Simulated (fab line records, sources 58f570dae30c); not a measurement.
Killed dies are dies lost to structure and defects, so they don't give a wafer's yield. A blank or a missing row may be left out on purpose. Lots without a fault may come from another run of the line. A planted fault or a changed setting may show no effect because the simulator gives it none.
Split-lot experiment | flow berkeley_cmos170 | 5 lots, 23 wafers read, on a route of 331 steps

THE SPLIT
At UCB170_PFIELD_IMPLANT_07, the setting dose_cm2 was moved away from the recipe's 2e+13 on 9 of the 23 wafers read, by -7.1% to +6.9%. The other wafers ran this setting at the recipe's value.

FROM THE SPLIT TO THE READING: what the file shows between them, 1 step
- UCB170_PFIELD_STRIP_08: strips in O2

THE READING
PFIELD_TW, at UCB170_PFIELD_TW_MEAS_09. Fault-free wafers of this fab line usually give 605, standard deviation 5.5.

wafer  | tool, chamber at the split | dose_cm2 as run | against the recipe | PFIELD_TW | against lot-mates on the recipe
L078.1 | implanter-03, 0            | 1.859e+13       | -7.1%              | 585       | -18
L078.2 | implanter-03, 0            | 1.859e+13       | -7.1%              | 588       | -16
L078.4 | implanter-03, 0            | 1.859e+13       | -7.1%              | 588       | -16
L078.5 | implanter-03, 0            | 2e+13           | recipe             | 602       | -
L078.6 | implanter-03, 0            | 2e+13           | recipe             | 605       | -
L080.1 | implanter-03, 0            | 2e+13           | recipe             | 602       | -
L080.2 | implanter-03, 0            | 1.922e+13       | -3.9%              | 591       | -10
L080.4 | implanter-03, 0            | 1.922e+13       | -3.9%              | 594       | -7
L080.5 | implanter-03, 0            | 2e+13           | recipe             | 599       | -
L080.6 | implanter-03, 0            | 2e+13           | recipe             | 601       | -
L082.1 | implanter-02, 0            | 2e+13           | recipe             | 609       | -
L082.2 | implanter-02, 0            | 2e+13           | recipe             | 607       | -
L082.3 | implanter-02, 0            | 2.101e+13       | +5.0%              | 617       | +9
L082.4 | implanter-02, 0            | 2e+13           | recipe             | 609       | -
L082.6 | implanter-02, 0            | 2.101e+13       | +5.0%              | 621       | +13
L083.1 | implanter-04, 0            | 2e+13           | recipe             | 598       | -
L083.2 | implanter-04, 0            | 2e+13           | recipe             | 600       | -
L083.3 | implanter-04, 0            | 2.138e+13       | +6.9%              | 614       | +15
L083.4 | implanter-04, 0            | 2e+13           | recipe             | 598       | -
L083.5 | implanter-04, 0            | 2.138e+13       | +6.9%              | 613       | +14
L085.1 | implanter-04, 0            | 2e+13           | recipe             | 601       | -
L085.3 | implanter-04, 0            | 2e+13           | recipe             | 596       | -
L085.5 | implanter-04, 0            | 2e+13           | recipe             | 599       | -

THE FIT
A straight line over all 23 wafers: PFIELD_TW changes by +2.22 for each +1% of dose_cm2; r = +0.91; the points scatter about the line by 4.
The same after taking each lot's own level away (the mean of its wafers on the recipe; 23 wafers): +2.22 for each +1%; r = +0.98; scatter 1.5.
On that fit, the largest move of dose_cm2 shifts the reading by 16.
The lots' own levels span 598.7 to 608.3, that is 1.8 times the standard deviation above.
So the lot-to-lot level changes the slope little: the two slopes agree.
Check: with one of the wafers moved furthest among these (-7.1%) left out of the fit, the line predicts -15.2 for it against its lot-mates. It came out at -18.5 against them.

OTHER SPLITS ON THESE WAFERS
These wafers also went through other splits before the reading. Each is held against what the fit with the lots' levels taken away leaves over:
other split on the same wafers      | wafers away from the commonest value | r with PFIELD_TW (lot level and that fit taken away)
UCB170_START_OXIDATION_02 ox_time_s | 18                                   | +0.11
UCB170_NWELL_CVD_04 temp_c          | 10                                   | +0.12
UCB170_WELLDRIVE_ANNEAL_03 time_s   | 18                                   | +0.08
UCB170_ACTIVE_ETCH_15 time_s        | 6                                    | -0.15

THE FILE'S OWN FIT
PFIELD_TW changes by +2.18 for each +1% of dose_cm2, r = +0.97.
